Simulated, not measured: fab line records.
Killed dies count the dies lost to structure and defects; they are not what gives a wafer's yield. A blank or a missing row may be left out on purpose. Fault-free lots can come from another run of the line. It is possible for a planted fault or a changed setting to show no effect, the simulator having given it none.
Split-lot experiment	flow berkeley-cmos170	on a route of 331 steps: 5 lots, 23 wafers read

SPLIT DETAILS
At UCB170_PWELL_ETCH_14 (etches Si3N4 in CH3F/Ar/O2, stops on SiO2, target depth 242 nm, time 151 s), the setting time-s was moved away from the recipe's 151 s on 5 of the 23 wafers read, by -10.0% to +13.1%. All remaining wafers had this setting at the recipe value.

Reading taken at the split's own step.

THE READING
KrF_of_PWELL_COAT_08.thk-nm (the simulator's own value, which no gauge read), in nm, at UCB170_PWELL_ETCH_14 (etches Si3N4 in CH3F/Ar/O2, stops on SiO2, target depth 242 nm, time 151 s). The file does not state a usual value for it. Here, 18 wafers ran the recipe; their average is 723.4 nm with a standard deviation of 2.9 nm.

wafer	tool, chamber at the split	time-s as run, s	against the recipe	KrF_of_PWELL_COAT_08.thk-nm, nm	against lot-mates on the recipe
L077.1	rie-diel-04, 1	151	recipe	727.4	-
L077.3	rie-diel-04, 3	170.8	+13.1%	705.1	-23.7
L077.4	rie-diel-04, 0	170.8	+13.1%	706.4	-22.4
L077.5	rie-diel-04, 2	170.8	+13.1%	700.5	-28.3
L077.6	rie-diel-04, 1	151	recipe	730.2	-
L078.1	rie-diel-03, 0	151	recipe	720.8	-
L078.3	rie-diel-03, 1	151	recipe	722.3	-
L078.4	rie-diel-03, 3	151	recipe	722.9	-
L078.5	rie-diel-03, 1	151	recipe	725.2	-
L078.6	rie-diel-03, 2	151	recipe	723.2	-
L079.1	rie-diel-04, 1	151	recipe	723.1	-
L079.2	rie-diel-04, 3	135.9	-10.0%	743.4	+20.8
L079.3	rie-diel-04, 0	151	recipe	722.7	-
L079.4	rie-diel-04, 2	151	recipe	721.9	-
L079.5	rie-diel-04, 1	135.9	-10.0%	735.8	+13.2
L081.1	rie-diel-04, 2	151	recipe	721.2	-
L081.3	rie-diel-04, 3	151	recipe	728.4	-
L081.6	rie-diel-04, 2	151	recipe	724.5	-
L083.1	rie-diel-01, 1	151	recipe	718.5	-
L083.3	rie-diel-01, 3	151	recipe	725.5	-
L083.4	rie-diel-01, 2	151	recipe	720.4	-
L083.5	rie-diel-01, 1	151	recipe	723.3	-
L083.6	rie-diel-01, 0	151	recipe	720.3	-

FIT RESULTS
A straight line over all 23 wafers: KrF_of_PWELL_COAT_08.thk-nm changes by -1.52 nm for each +1% of time-s; r = -0.94; the points scatter about the line by 3.1 nm.
The same after taking each lot's own level away (the mean of its wafers on the recipe; 23 wafers): -1.83 nm for each +1%; r = -0.97; scatter 2.4 nm.
Per that fit: largest time-s move, reading shift of 24 nm.
The span of the lots' own levels, 721.60 to 728.80 nm, comes to 2.5 times the standard deviation stated above.
So the slope is not independent of the lot-to-lot level: the two fits are not the same.
Check: with one of the wafers moved furthest among these (+13.1%) left out of the fit, the line predicts -24.4 nm for it against its lot-mates. Against them it came out at -23.7 nm.

OTHER SPLITS ON THESE WAFERS
These wafers also went through other splits before the reading. Each is held against what the fit with the lots' levels taken away leaves over:
other split on the same wafers	wafers away from the commonest value	r with KrF_of_PWELL_COAT_08.thk-nm (lot level and that fit taken away)
UCB170_ZERO_COAT_01 resist-thk-nm	7	+0.19
UCB170_ZERO_EXPOSE_03 dose-mj	11	+0.01
UCB170_NWELL_IMPLANT_14 energy-kev	8	+0.14
UCB170_PWELL_OXIDATION_02 ox-time-s	15	+0.00

THE WHOLE CHAIN: every reading that the file lists as answering this split, in the file's order
step	what it does	reading	change (the file's fit)	r (the file's)
UCB170_PWELL_ETCH_14	etches Si3N4 in CH3F/Ar/O2, stops on SiO2, target depth 242 nm, time 151 s	KrF_of_PWELL_COAT_08.thk-nm (the simulator's own value, which no gauge read)	-1.82 nm for each +1% of the setting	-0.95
UCB170_PWELL_ETCH_14	etches Si3N4 in CH3F/Ar/O2, stops on SiO2, target depth 242 nm, time 151 s	SiO2_of_PWELL_OXIDATION_02.thk-nm (the simulator's own value, which no gauge read)	not straight: 22.64 at the lowest setting, 22.83 at the recipe, 17.86 at the highest	not given
UCB170_PWELL_STRIP_16	strips in O2	strip-time-to-endpoint-s	withheld for each +1% of the setting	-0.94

FILE'S OWN FIT
KrF_of_PWELL_COAT_08.thk-nm changes by -1.82 nm for each +1% of time-s, r = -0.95.
